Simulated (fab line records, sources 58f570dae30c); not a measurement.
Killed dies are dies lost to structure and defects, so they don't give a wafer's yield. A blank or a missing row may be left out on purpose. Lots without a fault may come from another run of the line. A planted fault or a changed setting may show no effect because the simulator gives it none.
Tool commonality check | flow berkeley_cmos170 | 15 lots, 45 wafers sampled

WHY IT WAS OPENED
At UCB170_NWELL_THK_MEAS_02 the reading NWELL_OXIDE_THK is flagged on 3 of 15 lots. Wafers without a fault read 26.8 nm, standard deviation 0.45.
Rule: a lot is flagged when every wafer of it that has a number lies more than 4 standard deviations from that mean, or none has a number. The other lots count as sound.

lot  | measured    | on            | NWELL_OXIDE_THK (nm), wafer by wafer | flag
L662 | day 2 01:33 | film_metro-02 | 26.3 26.3 26.6                       |
L664 | day 2 13:15 | film_metro-02 | 27.0 26.8 26.9                       |
L665 | day 2 19:31 | film_metro-03 | 26.4 26.6 26.8                       |
L666 | day 3 01:14 | film_metro-02 | 26.8 26.7 26.5                       |
L667 | day 3 05:26 | film_metro-03 | 26.4 27.5 27.1                       |
L668 | day 3 10:14 | film_metro-01 | 26.6 26.7 26.4                       |
L669 | day 3 16:49 | film_metro-01 | 26.5 26.7 26.5                       |
L670 | day 3 21:20 | film_metro-02 | 26.8 27.2 26.3                       |
L671 | day 4 02:01 | film_metro-03 | 27.0 26.5 26.9                       |
L672 | day 4 10:05 | film_metro-02 | 26.8 26.0 26.3                       |
L673 | day 4 17:45 | film_metro-03 | 27.4 26.9 27.4                       |
L674 | day 4 20:27 | film_metro-01 | 41.5 41.5 41.3                       | FLAGGED
L676 | day 5 09:07 | film_metro-03 | 40.1 39.4 39.9                       | FLAGGED
L679 | day 5 21:33 | film_metro-01 | 39.6 40.0 38.9                       | FLAGGED
L683 | day 6 20:25 | film_metro-02 | 27.2 27.5 27.4                       |
The numbers of the flagged lots are 40.2 nm on average: +13.4 nm against the usual, or +30 standard deviations.

WHICH TOOL RAN EACH LOT
The record holds 2 process steps before the reading, out of a route of 331 steps. In each cell: the tool, then ch and the chambers that the sampled wafers went through, then the start.
lot  | flag    | UCB170_ZERO_STRIP_07                | UCB170_NWELL_OXIDATION_01
L662 |         | plasma_asher-02 ch 0,1, day 1 21:52 | furnace-03 ch 0, day 2 00:10
L664 |         | plasma_asher-01 ch 0,1, day 2 09:03 | furnace-03 ch 0, day 2 11:52
L665 |         | plasma_asher-02 ch 0,1, day 2 14:08 | furnace-04 ch 0, day 2 18:10
L666 |         | plasma_asher-04 ch 0,1, day 2 20:57 | furnace-04 ch 0, day 2 23:53
L667 |         | plasma_asher-01 ch 0,1, day 3 00:13 | furnace-04 ch 0, day 3 04:05
L668 |         | plasma_asher-04 ch 0,1, day 3 06:37 | furnace-01 ch 0, day 3 08:51
L669 |         | plasma_asher-04 ch 0,1, day 3 12:24 | furnace-03 ch 0, day 3 15:28
L670 |         | plasma_asher-02 ch 0,1, day 3 17:01 | furnace-03 ch 0, day 3 19:59
L671 |         | plasma_asher-04 ch 1, day 3 19:55   | furnace-04 ch 0, day 4 00:40
L672 |         | plasma_asher-02 ch 0,1, day 4 04:09 | furnace-04 ch 0, day 4 08:43
L673 |         | plasma_asher-01 ch 0,1, day 4 10:57 | furnace-01 ch 0, day 4 16:23
L674 | FLAGGED | plasma_asher-02 ch 0,1, day 4 11:13 | furnace-01 ch 0, day 4 16:23
L676 | FLAGGED | plasma_asher-02 ch 0,1, day 4 21:41 | furnace-01 ch 0, day 5 02:24
L679 | FLAGGED | plasma_asher-04 ch 0,1, day 5 13:19 | furnace-01 ch 0, day 5 17:16
L683 |         | plasma_asher-04 ch 0,1, day 6 15:57 | furnace-01 ch 0, day 6 19:03
What these steps do:
- UCB170_ZERO_STRIP_07: strips in O2.
- UCB170_NWELL_OXIDATION_01: target thk 26.4 nm, ox time 1260 s.
- UCB170_NWELL_THK_MEAS_02

FLAGGED OVER TOTAL, TOOL BY TOOL (the gauges that took the reading come last)
step                      | tool            | lots run | flagged | share of the flagged lots | sound lots run after its first flagged lot
UCB170_ZERO_STRIP_07      | plasma_asher-01 | 3        | 0       | none                      | -
UCB170_ZERO_STRIP_07      | plasma_asher-02 | 6        | 2       | some                      | 0
UCB170_ZERO_STRIP_07      | plasma_asher-04 | 6        | 1       | some                      | 1 (L683)
UCB170_NWELL_OXIDATION_01 | furnace-01      | 6        | 3       | all                       | 1 (L683)
UCB170_NWELL_OXIDATION_01 | furnace-03      | 4        | 0       | none                      | -
UCB170_NWELL_OXIDATION_01 | furnace-04      | 5        | 0       | none                      | -
UCB170_NWELL_THK_MEAS_02  | film_metro-01   | 4        | 2       | some                      | 0
UCB170_NWELL_THK_MEAS_02  | film_metro-02   | 6        | 0       | none                      | -
UCB170_NWELL_THK_MEAS_02  | film_metro-03   | 5        | 1       | some                      | 0

WHAT THE TABLE ALLOWS
1 row of the table ran every flagged lot: furnace-01 at UCB170_NWELL_OXIDATION_01.
- furnace-01 at UCB170_NWELL_OXIDATION_01: 3 of its 6 lots flagged. Sound lots ran on it after the first flagged one (L683), which a lasting fault on the whole tool wouldn't allow.
No row of the table ran every flagged lot and no sound lot after the first.

WHAT THE SIMULATOR HAD PUT IN
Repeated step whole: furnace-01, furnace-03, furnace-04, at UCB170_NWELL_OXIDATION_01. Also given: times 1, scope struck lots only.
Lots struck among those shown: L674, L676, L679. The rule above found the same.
